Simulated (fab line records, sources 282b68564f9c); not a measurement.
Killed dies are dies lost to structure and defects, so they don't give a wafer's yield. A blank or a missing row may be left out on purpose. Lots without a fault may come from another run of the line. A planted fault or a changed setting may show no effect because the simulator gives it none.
A struck lot beside a sound one | flow rit_cmos | 22 steps out of a route of 202
Sound: wafers L585.1, L585.5, L585.6. Struck: wafers L592.2, L592.3, L592.5. The cause comes at the end.
At each step with rows: each side's tool, then ch and its chambers, then its first start. Under that, the readings that differ: sound wafers | struck wafers | difference of the means | sigmas: that difference in standard deviations of wafers without a fault.
alike: readings whose means differ by less than 2 such deviations, and words and numbers that are the same on both sides. not compared: withheld readings, readings that some wafer has no value for, bounds like >300 that may hide the same value, and numbers for which the record gives no deviation and whose values overlap.
The two part at a step that has a row with sigmas, a row that says differs or no value, or rows on one side only. Numbers that don't overlap but have no deviation are shown without sigmas and don't part them. A reading that every wafer of one side lacks parts them only if that side has two wafers or more.

first, 2 steps without rows for these wafers: RIT_NSD_HARDBAKE_07 (time 60 s); RIT_NSD_IMPLANT_08.
RIT_NSD_STRIP_09: strips in O2, time 180 s.
  sound on plasma_asher-01 ch 0,1, day 3 00:05; struck on plasma_asher-01 ch 0,1, day 4 09:58
  alike: drypump_motor_current_A, o2_flow_sccm
  not compared: rf_hours_counter_h
RIT_NSD_TW_MEAS_10:
  sound on film_metro-02, day 3 00:16; struck on film_metro-04, day 4 10:09
  alike: NSD_TW
then, 6 steps without rows for these wafers: RIT_PSD_HMDS_00 (prime time 60 s); RIT_PSD_COAT_01 (resist thk 1000 nm); RIT_PSD_SOFTBAKE_02 (time 60 s); RIT_PSD_EXPOSE_03 (exposes mask M10, target cd 40900 nm); RIT_PSD_PEB_04; RIT_PSD_DEVELOP_05 (develop time 50 s).
RIT_PSD_OVL_MEAS_06:
  sound on overlay-01, day 3 01:18; struck on overlay-01, day 4 11:04
  alike: PSD_OVL
then, 1 step without rows for these wafers: RIT_PSD_HARDBAKE_07 (time 60 s).
RIT_PSD_IMPLANT_08:
  sound on implanter-01 ch 0, day 3 01:29; struck on implanter-03 ch 0, day 4 11:16
  reading                   | sound                | struck               | difference | sigmas
  beam_energy_keV           | 27.000 27.000 27.006 | 18.895 18.896 18.896 | -8.106     | -99 or more
  model.implant.rp_nm (nm)  | 21.38 21.38 21.38    | 17.2 17.2 17.2       | -4.2       |
  model.implant.drp_nm (nm) | 12.05 12.05 12.05    | 9.372 9.372 9.372    | -2.678     |
RIT_PSD_STRIP_09: strips in O2, time 180 s.
  sound on plasma_asher-02 ch 0,1, day 3 01:38; struck on plasma_asher-03 ch 0, day 4 11:23
  alike: drypump_motor_current_A, o2_flow_sccm
  not compared: rf_hours_counter_h
RIT_PSD_TW_MEAS_10:
  sound on film_metro-04, day 3 01:49; struck on film_metro-04, day 4 11:34
  reading | sound          | struck         | difference | sigmas
  PSD_TW  | 3409 3425 3414 | 3152 3155 3139 | -267       | -17
then, 3 steps without rows for these wafers: RIT_SDANNEAL_CLEAN_00 (cleans in SC1, time 600 s); RIT_SDANNEAL_CLEAN_01 (cleans in dHF, time 30 s); RIT_SDANNEAL_CLEAN_02 (cleans in SC2, time 600 s).
RIT_SDANNEAL_RTA_03: time 5 s.
  sound on rtp_anneal-02 ch 0, day 3 02:17; struck on rtp_anneal-01 ch 0, day 4 12:01
  alike: wafer_temp_C_max
RIT_SDANNEAL_RS_MEAS_04: measures by four-point-probe.
  sound on film_metro-01, day 3 02:21; struck on film_metro-04, day 4 12:05
  reading         | sound                | struck               | difference | sigmas
  PSD_RS (ohm/sq) | 115.99 115.97 116.03 | 138.01 137.92 137.76 | +21.90     | +91
RIT_SDANNEAL_RS_MEAS_05: measures by four-point-probe.
  sound on film_metro-01, day 3 02:28; struck on film_metro-04, day 4 12:13
  alike: NSD_RS
RIT_M1_PROBE_99:
  sound on prober-01, day 3 10:28; struck on prober-02, day 4 20:34
  reading                                 | sound             | struck               | difference | sigmas
  model.etest.contact_pplus.end_ohm_um    | 45.76 44.18 44.53 | 58.99 57.95 57.5     | +13.32     |
  model.etest.nwell_pinched.rs_ohm_sq     | 342 337.2 339.3   | 330.8 334.2 329.9    | -7.9       |
  model.etest.diode_pplus_nwell.bv_v (V)  | 6.589 6.534 6.535 | 6.282 6.324 6.285    | -0.256     |
  model.etest.vpnp.gain                   | 1.032 1.008 1.016 | 0.8475 0.8474 0.8464 | -0.1716    |
  model.etest.diode_pplus_nwell.cj_ff_um2 | 1.718 1.736 1.733 | 1.853 1.845 1.858    | +0.123     |
  model.etest.diode_pplus_comb.cj_ff_um2  | 2.024 2.029 2.036 | 2.127 2.122 2.123    | +0.094     |
  alike: killed_at_M0_to_M3, killed_at_contacts, killed_at_front_end, killed_dies, killed_open, killed_short
  not compared: model.etest.pmos_0p15.junction_log10_a_um, model.etest.diode_pplus_nwell.leak_log10_a_cm2

WHERE THEY PART
First at RIT_PSD_IMPLANT_08; last, within this record, at RIT_SDANNEAL_RS_MEAS_04. Later steps at which nothing parts them and some readings are alike: RIT_SDANNEAL_RS_MEAS_05, RIT_M1_PROBE_99.

WHY: what the simulator had put in
Process parameter drift: implanter-03, from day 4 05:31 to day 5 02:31, at RIT_PSD_IMPLANT_08. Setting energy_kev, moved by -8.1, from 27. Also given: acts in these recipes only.
